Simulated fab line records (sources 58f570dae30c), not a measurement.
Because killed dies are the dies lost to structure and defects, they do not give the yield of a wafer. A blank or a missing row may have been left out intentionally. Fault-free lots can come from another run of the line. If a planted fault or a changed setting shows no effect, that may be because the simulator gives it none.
Which tool is to blame? / flow berkeleyCmos170 / 7 lots, 21 wafers sampled, at 2 steps of a route of 331

## WHAT THE GAUGES READ, wafer by wafer
UCB170_WELLDRIVE_THK_MEAS_02.
lot=L547; measured=day 4 07:26; on=filmMetro-02; WELLDRIVE_OXIDE_THK (nm)=201 200 206
lot=L549; measured=day 4 18:19; on=filmMetro-01; WELLDRIVE_OXIDE_THK (nm)=211 207 208
lot=L552; measured=day 5 12:22; on=filmMetro-01; WELLDRIVE_OXIDE_THK (nm)=203 202 202
lot=L555; measured=day 6 03:27; on=filmMetro-02; WELLDRIVE_OXIDE_THK (nm)=316 316 310
lot=L559; measured=day 6 21:12; on=filmMetro-01; WELLDRIVE_OXIDE_THK (nm)=303 301 304
lot=L562; measured=day 7 00:23; on=filmMetro-04; WELLDRIVE_OXIDE_THK (nm)=199 197 198
lot=L566; measured=day 8 05:21; on=filmMetro-04; WELLDRIVE_OXIDE_THK (nm)=201 198 203

## WHICH TOOL RAN EACH LOT (tool, then ch and the chambers of the sampled wafers, then the start)
lot=L547; UCB170_WELLDRIVE_OXIDATION_01=furnace-02 ch 0, day 4 03:55
lot=L549; UCB170_WELLDRIVE_OXIDATION_01=furnace-04 ch 0, day 4 14:47
lot=L552; UCB170_WELLDRIVE_OXIDATION_01=furnace-02 ch 0, day 5 08:52
lot=L555; UCB170_WELLDRIVE_OXIDATION_01=furnace-01 ch 0, day 5 18:57
lot=L559; UCB170_WELLDRIVE_OXIDATION_01=furnace-02 ch 0, day 6 12:41
lot=L562; UCB170_WELLDRIVE_OXIDATION_01=furnace-01 ch 0, day 6 20:49
lot=L566; UCB170_WELLDRIVE_OXIDATION_01=furnace-04 ch 0, day 8 01:51
- UCB170_WELLDRIVE_OXIDATION_01: target thk 199 nm, ox time 9000 s.

## THE ANSWER, worked out from the rows above alone
Rule: what is usual is taken from the lots themselves. The widest of any qualifying gaps counts: lots, ordered by their means at a reading, are off when they make up no more than a third of the lots, leave a main group of 4 or more, and stand apart from it by 3 or more times the standard deviation of that group's means. If all means in a main group match to the digits the tables above print for the reading, that group is not used. A lot without any number at a reading at which 4 lots or more have one is off too. Where the step has rows for the other lots, those lots are counted as sound.
Off: L555, L559, seen at UCB170_WELLDRIVE_THK_MEAS_02 (WELLDRIVE_OXIDE_THK). The main group has a mean of 202 nm with a standard deviation of 3.5.
If a tool, at a process step before that reading, ran all the lots that are off and no sound lot after the first of them, it fits. The gauges at UCB170_WELLDRIVE_THK_MEAS_02 are tried like those tools. Of those tried, none fits.

## WHAT HAD BEEN PUT IN BY THE SIMULATOR
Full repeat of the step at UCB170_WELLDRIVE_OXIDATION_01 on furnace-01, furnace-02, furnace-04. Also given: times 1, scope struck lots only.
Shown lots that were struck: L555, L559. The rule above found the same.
